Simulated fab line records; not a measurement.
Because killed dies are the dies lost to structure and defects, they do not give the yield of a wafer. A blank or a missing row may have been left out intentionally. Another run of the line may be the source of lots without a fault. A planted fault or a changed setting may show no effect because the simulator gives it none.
A struck lot beside a sound one ; flow berkeley_cmos170 ; 15 steps out of a route of 331
Sound: wafers L909.1, L909.4, L909.6. The struck wafers were L898.1, L898.2, L898.6. The cause is given at the end.
For every step that has rows: the tool of each side, followed by ch and its chambers, followed by its first start. Under that, the readings that differ: sound wafers ; struck wafers ; difference of the means ; sigmas: that difference in standard deviations of wafers without a fault.
alike: words and numbers the same on both sides, and readings whose means are apart by under 2 such deviations; not compared: readings that were withheld, readings missing a value for some wafer, numbers with overlapping values and no deviation given by the record, and bounds like >300 which may hide the same value.
The two part at a step that has a row with sigmas, a row that says differs or no value, or rows on one side only. When numbers do not overlap yet have no deviation, they are printed without sigmas and do not part them. A reading that every wafer of one side lacks parts them only if that side has two wafers or more.

UCB170_M1_SPUTTER_00: material Al, target thk 600 nm, time 80 s.
  sound on pvd_sputter-01 at day 11 19:37; struck on pvd_sputter-01 at day 9 13:57
  alike: throttle_valve_pct
UCB170_M1_RS_MEAS_01: a four-point-probe measurement.
  sound on film_metro-03 at day 11 19:40; struck on film_metro-01 at day 9 14:01
  alike: M1_AL_RS
UCB170_M1_THK_MEAS_02: measures by xrf.
  sound on film_metro-03 at day 11 19:47; struck on film_metro-01 at day 9 14:08
  alike: M1_AL_THK
then, 6 steps without rows for these wafers: UCB170_M1_COAT_03; UCB170_M1_COAT_04 (resist thk 900 nm); UCB170_M1_SOFTBAKE_05 (time 60 s); UCB170_M1_EXPOSE_06 (exposes mask METAL1, target cd 700 nm); UCB170_M1_PEB_07; UCB170_M1_DEVELOP_08 (develop time 45 s).
UCB170_M1_CD_MEAS_09: the cd target is 700 nm.
  sound on cd_sem-02 at day 11 20:41; struck on cd_sem-01 at day 9 15:30
reading;sound;struck;difference;sigmas
cd_nm (nm);696.9 696.1 696.1;701.2 700.9 701.4;+4.8;+3
UCB170_M1_OVL_MEAS_10:
  sound on overlay-01 at day 11 20:49; struck on overlay-02 at day 9 15:37
  alike: M1_OVL
UCB170_M1_ETCH_11: etches BARC in N2/H2.
  sound on rie_diel-02 ch 0,3, day 11 20:51; struck on rie_diel-02 ch 0,1, day 9 15:39
  alike: drypump_motor_current_A, oes_product_au, throttle_valve_pct
UCB170_M1_METAL_ETCH_12: etches Al in Cl2/BCl3, stops on PSG, target depth 780 nm, time 130 s.
  sound on rie_metal-03 ch 0,1, day 11 20:53; struck on rie_metal-01 ch 0,1, day 9 15:41
reading;sound;struck;difference;sigmas
oes_product_au (a.u.);0.871 0.881 0.839;0.976 1.006 0.973;+0.121;+9
run_length_s (s);158.2 158.2 158.5;97.1 96.7 97.5;-61.2;-99 or more
model.M1.feature_depth_nm (nm);641.7 643.2 646.5;406.5 420 403.4;-233.8;
model.KrF_of_M1_COAT_04.thk_nm (nm);439.7 443.9 442.4;649.4 641.5 652.3;+205.7;
model.etch.depth_nm (nm);604.8 606.6 609.8;406.5 420 403.4;-197.1;
  alike: drypump_motor_current_A, throttle_valve_pct
  not compared: rf_hours_counter_h
UCB170_M1_STRIP_13: strips in O2.
  sound on plasma_asher-04 ch 1, day 11 21:01; struck on plasma_asher-01 ch 0,1, day 9 15:50
  alike: drypump_motor_current_A, oes_product_au
  not compared: rf_hours_counter_h
UCB170_M1_CD_MEAS_90: the cd target is 700 nm.
  sound on cd_sem-02 at day 11 21:07; struck on cd_sem-01 at day 9 16:13
reading;sound;struck;difference;sigmas
cd_nm (nm);699.9 698.5 697.8;720.2 717.6 717.8;+19.8;+9
  not compared: hold

WHERE THEY PART
Last at UCB170_M1_CD_MEAS_90 as far as this record goes, first at UCB170_M1_CD_MEAS_09.

WHY: what had been put in by the simulator
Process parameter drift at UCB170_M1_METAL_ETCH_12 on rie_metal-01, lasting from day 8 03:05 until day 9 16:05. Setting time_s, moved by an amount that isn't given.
